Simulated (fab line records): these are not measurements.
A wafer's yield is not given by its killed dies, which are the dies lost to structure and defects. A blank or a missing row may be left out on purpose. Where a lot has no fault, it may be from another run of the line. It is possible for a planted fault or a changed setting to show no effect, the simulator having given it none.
Comparing a struck lot with a sound one ; flow rit_cmos ; 14 out of 202 route steps
Sound: the wafers L871.1, L871.2, L871.4. Wafers struck: L879.1, L879.2, L879.4. At the end, the cause is stated.
Order at every step that has rows: each side's tool, ch and its chambers, its first start. Under that, the readings that differ: sound wafers ; struck wafers ; difference of the means ; sigmas: that difference in standard deviations of wafers without a fault.
alike: readings whose means differ by less than 2 such deviations, and words and numbers that are the same on both sides. not compared: withheld readings, readings that some wafer has no value for, bounds like >300 that may hide the same value, and numbers for which the record gives no deviation and whose values overlap.
Wherever a step has rows on one side only, a row that says differs or no value, or a row with sigmas, the two part there. Numbers that have no deviation but don't overlap get no sigmas and don't part them. A reading that every wafer of one side lacks parts them only if that side has two wafers or more.

first, 2 steps without rows for these wafers: RIT_PSD_HARDBAKE_07 (time 60 s); RIT_PSD_IMPLANT_08.
RIT_PSD_STRIP_09: strips in O2, time 180 s.
  sound on plasma_asher-01 ch 0,1, day 4 09:32; struck on plasma_asher-03 ch 0,1, day 5 22:24
  alike: drypump_motor_current_A
  not compared: rf_hours_counter_h
RIT_PSD_TW_MEAS_10:
  sound on film_metro-02 at day 4 09:43; struck on film_metro-03 at day 5 22:35
  alike: PSD_TW
then, 3 steps without rows for these wafers: RIT_SDANNEAL_CLEAN_00 (cleans in SC1, time 600 s); RIT_SDANNEAL_CLEAN_01 (cleans in dHF, time 30 s); RIT_SDANNEAL_CLEAN_02 (cleans in SC2, time 600 s).
RIT_SDANNEAL_RTA_03: time 5 s.
  sound on rtp_anneal-02 ch 0, day 4 10:08; struck on rtp_anneal-01 ch 0, day 5 23:02
  alike: wafer_temp_C_max
RIT_SDANNEAL_RS_MEAS_04: the measuring method here is four-point-probe.
  sound on film_metro-03 at day 4 10:12; struck on film_metro-02 at day 5 23:06
  alike: PSD_RS
RIT_SDANNEAL_RS_MEAS_05: the measuring method here is four-point-probe.
  sound on film_metro-03 at day 4 10:19; struck on film_metro-02 at day 5 23:13
  alike: NSD_RS
RIT_SDANNEAL_RS_MEAS_06: the measuring method here is four-point-probe.
  sound on film_metro-03 at day 4 10:26; struck on film_metro-02 at day 5 23:20
  alike: PLDD_RS
RIT_SDANNEAL_RS_MEAS_07: the measuring method here is four-point-probe.
  sound on film_metro-03 at day 4 10:34; struck on film_metro-02 at day 5 23:28
  alike: NLDD_RS
RIT_SILICIDE_WET_ETCH_00: etches SiO2 in BOE, target depth 14 nm, time 15 s.
  sound on wet_bench-01 ch 2, day 4 10:41; struck on wet_bench-03 ch 1, day 5 23:35
  no value came back on the struck wafers for bath_heat_duty_pct (%), temp_c (C), time_s (s); on the sound wafers bath_heat_duty_pct (%) reads 2.7 1.9 1.8
reading;sound;struck;difference;sigmas
model.SiO2_of_FOX2_OXIDATION_00.thk_nm (nm);123.8 126.2 129.1;142.5 142.5 142.4;+16.1;
RIT_SILICIDE_SPUTTER_01: material Ti, target thk 30 nm, time 240 s.
  sound on pvd_sputter-04 at day 4 10:41; struck on pvd_sputter-04 at day 5 23:35
  alike: throttle_valve_pct

## WHERE THEY PART
Within this record, at RIT_SILICIDE_WET_ETCH_00 only. Later steps at which nothing parts them and some readings are alike: RIT_SILICIDE_SPUTTER_01.

WHY: what had been put in by the simulator
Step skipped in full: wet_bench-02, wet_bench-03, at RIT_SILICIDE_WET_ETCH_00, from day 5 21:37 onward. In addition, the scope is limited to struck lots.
